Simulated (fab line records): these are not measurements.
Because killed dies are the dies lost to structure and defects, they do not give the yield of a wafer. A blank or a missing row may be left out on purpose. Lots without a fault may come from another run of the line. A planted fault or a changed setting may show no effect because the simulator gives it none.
Which tool did it? ; flow ritCmos ; 14 lots, 42 wafers sampled, at 2 steps of a route of 202

## WHAT EACH GAUGE READ, for each wafer
RIT_PSD_TW_MEAS_10.
lot;measured;on;PSD_TW
L799;day 3 00:59;filmMetro-04;3444 3443 3435
L800;day 3 06:46;filmMetro-01;3466 3434 3437
L801;day 3 10:42;filmMetro-01;3421 3423 3446
L802;day 3 16:31;filmMetro-03;3452 3429 3448
L803;day 3 20:31;filmMetro-04;3437 3425 3413
L808;day 4 21:35;filmMetro-01;3438 3458 3438
L809;day 5 02:38;filmMetro-03;3466 3446 3446
L810;day 5 07:20;filmMetro-03;3488 3478 3464
L811;day 5 14:17;filmMetro-03;3458 3473 3474
L814;day 6 03:11;filmMetro-03;3456 3450 3433
L816;day 6 15:08;filmMetro-04;3386 3371 3402
L817;day 6 19:19;filmMetro-01;3494 3484 3482
L818;day 6 23:40;filmMetro-03;3421 3454 3427
L819;day 7 05:22;filmMetro-01;3442 3449 3429

## WHAT TOOL EACH LOT RAN ON (gives the tool, then ch and the chambers of the sampled wafers, and finally the start)
lot;RIT_NSD_STRIP_09
L799;plasmaAsher-02 ch 0,1, day 2 23:23
L800;plasmaAsher-02 ch 0,1, day 3 05:03
L801;plasmaAsher-03 ch 0, day 3 08:59
L802;plasmaAsher-01 ch 0,1, day 3 14:53
L803;plasmaAsher-03 ch 0,1, day 3 18:48
L808;plasmaAsher-02 ch 0,1, day 4 19:54
L809;plasmaAsher-02 ch 0,1, day 5 00:55
L810;plasmaAsher-03 ch 0,1, day 5 05:41
L811;plasmaAsher-02 ch 0,1, day 5 12:36
L814;plasmaAsher-03 ch 0,1, day 6 01:35
L816;plasmaAsher-02 ch 0,1, day 6 13:25
L817;plasmaAsher-02 ch 0,1, day 6 17:46
L818;plasmaAsher-03 ch 0,1, day 6 22:04
L819;plasmaAsher-03 ch 0,1, day 7 03:46
- RIT_NSD_STRIP_09: strips in O2, time 180 s.

## AS READ BY THE TOOLS THEMSELVES (means over the sampled wafers that have a number; for cases with no such wafer, the mark the record gives instead)
RIT_NSD_STRIP_09.
lot;tool;drypumpMotorCurrentA (A);rfReflPowerW (W)
L799;plasmaAsher-02;5.8;8.5
L800;plasmaAsher-02;5.8;8.5
L801;plasmaAsher-03;6.7;5.3
L802;plasmaAsher-01;5.2;5.7
L803;plasmaAsher-03;6.4;5.1
L808;plasmaAsher-02;5.5;8.2
L809;plasmaAsher-02;5.5;7.8
L810;plasmaAsher-03;6.0;4.7
L811;plasmaAsher-02;5.5;7.9
L814;plasmaAsher-03;6.4;5.1
L816;plasmaAsher-02;5.9;8.4
L817;plasmaAsher-02;5.4;7.8
L818;plasmaAsher-03;6.0;4.7
L819;plasmaAsher-03;6.0;4.6

## THE ANSWER, worked out from the rows above alone
Rule: the lots themselves supply what counts as usual. Put in order of their means at a reading, lots are off if they are a third of the lots or fewer, leave a main group of 4 or more, and stand apart from it by a gap of 3 or more times the standard deviation of the main group's means; of several such gaps the widest counts. A main group whose means are all the same, to the digits that the tables above print for the reading, isn't used. A lot without any number at a reading at which 4 lots or more have one is off too. The other lots that the step has rows for count as sound. The gauges are gone through in route order, then the tools' own readings, and for those a lot's mean is taken as printed above. The first step at which some lot is off is used, and at that step the reading that is off furthest; a lot without a number counts as furthest.
Nothing can be told from this: no lot is off at any reading shown.

## WHAT HAD BEEN PUT IN BY THE SIMULATOR
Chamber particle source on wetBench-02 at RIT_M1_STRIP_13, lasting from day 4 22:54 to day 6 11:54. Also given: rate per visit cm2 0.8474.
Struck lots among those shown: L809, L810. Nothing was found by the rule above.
